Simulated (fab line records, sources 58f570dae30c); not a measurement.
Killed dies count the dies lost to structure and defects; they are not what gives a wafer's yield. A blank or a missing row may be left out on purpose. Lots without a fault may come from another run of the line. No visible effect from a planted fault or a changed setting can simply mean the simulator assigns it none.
Split-lot study + flow berkeley-cmos170 + 5 lots, 23 wafers read, on a route of 331 steps

## ABOUT THE SPLIT
At UCB170_PVT_IMPLANT_07, the setting dose-cm2 was moved away from the recipe's 2e+12 on 8 of the 23 wafers read, by -7.3% to +2.2%. For the rest of the wafers, this setting stayed at what the recipe calls for.

## THE PATH FROM SPLIT TO READING: the file shows 1 step between them
- UCB170_PVT_STRIP_08: strips in O2

## THE READING
PVT_TW, at UCB170_PVT_TW_MEAS_09. A value of 505.8 with a standard deviation of 2.6 is what fault-free wafers of this fab line usually give.

| wafer  | tool, chamber at the split | dose-cm2 as run | against the recipe | PVT_TW | against lot-mates on the recipe |
|--------|----------------------------|-----------------|--------------------|--------|---------------------------------|
| L076.2 | implanter-02, 0            | 2.043e+12       | +2.2%              | 509.5  | +2.4                            |
| L076.3 | implanter-02, 0            | 2.043e+12       | +2.2%              | 509.7  | +2.6                            |
| L076.4 | implanter-02, 0            | 2e+12           | recipe             | 506.5  | -                               |
| L076.5 | implanter-02, 0            | 2e+12           | recipe             | 507.8  | -                               |
| L076.6 | implanter-02, 0            | 2e+12           | recipe             | 507.0  | -                               |
| L077.1 | implanter-04, 0            | 2e+12           | recipe             | 505.7  | -                               |
| L077.2 | implanter-04, 0            | 2e+12           | recipe             | 507.8  | -                               |
| L077.3 | implanter-04, 0            | 2e+12           | recipe             | 506.8  | -                               |
| L077.4 | implanter-04, 0            | 2e+12           | recipe             | 508.9  | -                               |
| L077.6 | implanter-04, 0            | 2e+12           | recipe             | 507.8  | -                               |
| L079.1 | implanter-02, 0            | 2e+12           | recipe             | 503.1  | -                               |
| L079.3 | implanter-02, 0            | 1.855e+12       | -7.3%              | 491.1  | -10.4                           |
| L079.4 | implanter-02, 0            | 1.855e+12       | -7.3%              | 490.6  | -10.9                           |
| L079.5 | implanter-02, 0            | 2e+12           | recipe             | 499.9  | -                               |
| L079.6 | implanter-02, 0            | 1.855e+12       | -7.3%              | 488.7  | -12.8                           |
| L080.3 | implanter-03, 0            | 2e+12           | recipe             | 508.7  | -                               |
| L080.4 | implanter-03, 0            | 2e+12           | recipe             | 507.6  | -                               |
| L080.5 | implanter-03, 0            | 2e+12           | recipe             | 507.5  | -                               |
| L085.1 | implanter-03, 0            | 2e+12           | recipe             | 504.1  | -                               |
| L085.2 | implanter-03, 0            | 1.889e+12       | -5.5%              | 494.9  | -11.1                           |
| L085.4 | implanter-03, 0            | 2e+12           | recipe             | 507.9  | -                               |
| L085.5 | implanter-03, 0            | 1.889e+12       | -5.5%              | 495.7  | -10.3                           |
| L085.6 | implanter-03, 0            | 1.889e+12       | -5.5%              | 494.4  | -11.6                           |

FIT RESULTS
A straight line over all 23 wafers: PVT_TW changes by +2.13 for each +1% of dose-cm2; r = +0.95; the points scatter about the line by 2.1.
The same after taking each lot's own level away (the mean of its wafers on the recipe; 23 wafers): +1.67 for each +1%; r = +0.97; scatter 1.3.
Per that fit: largest dose-cm2 move, reading shift of 12.
From 501.50 to 507.93: that is the span of the lots' own levels, equal to 2.5 times the standard deviation above.
Thus the slope moves with the lot-to-lot level: the two fits are different.
Check: for one of the wafers moved furthest among these (-7.3%), held out of the fit, the line's prediction against its lot-mates is -12.8. Against them it came out at -10.4.

## THESE WAFERS: OTHER SPLITS
Note: prior to the reading, these wafers also went through further splits. Each is held against what the fit with the lots' levels taken away leaves over:
| other split on the same wafers     | wafers away from the commonest value | r with PVT_TW (lot level and that fit taken away) |
|------------------------------------|--------------------------------------|---------------------------------------------------|
| UCB170_NWELL_COAT_07 resist-thk-nm | 11                                   | -0.17                                             |
| UCB170_NWELL_IMPLANT_14 energy-kev | 11                                   | -0.32                                             |
| UCB170_PWELL_CVD_05 pressure-mtorr | 18                                   | -0.23                                             |
| UCB170_PFIELD_IMPLANT_07 dose-cm2  | 9                                    | +0.23                                             |
| UCB170_NVT_IMPLANT_07 dose-cm2     | 6                                    | +0.06                                             |

## THE FILE'S OWN FIT
PVT_TW changes by +1.68 for each +1% of dose-cm2, r = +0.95.
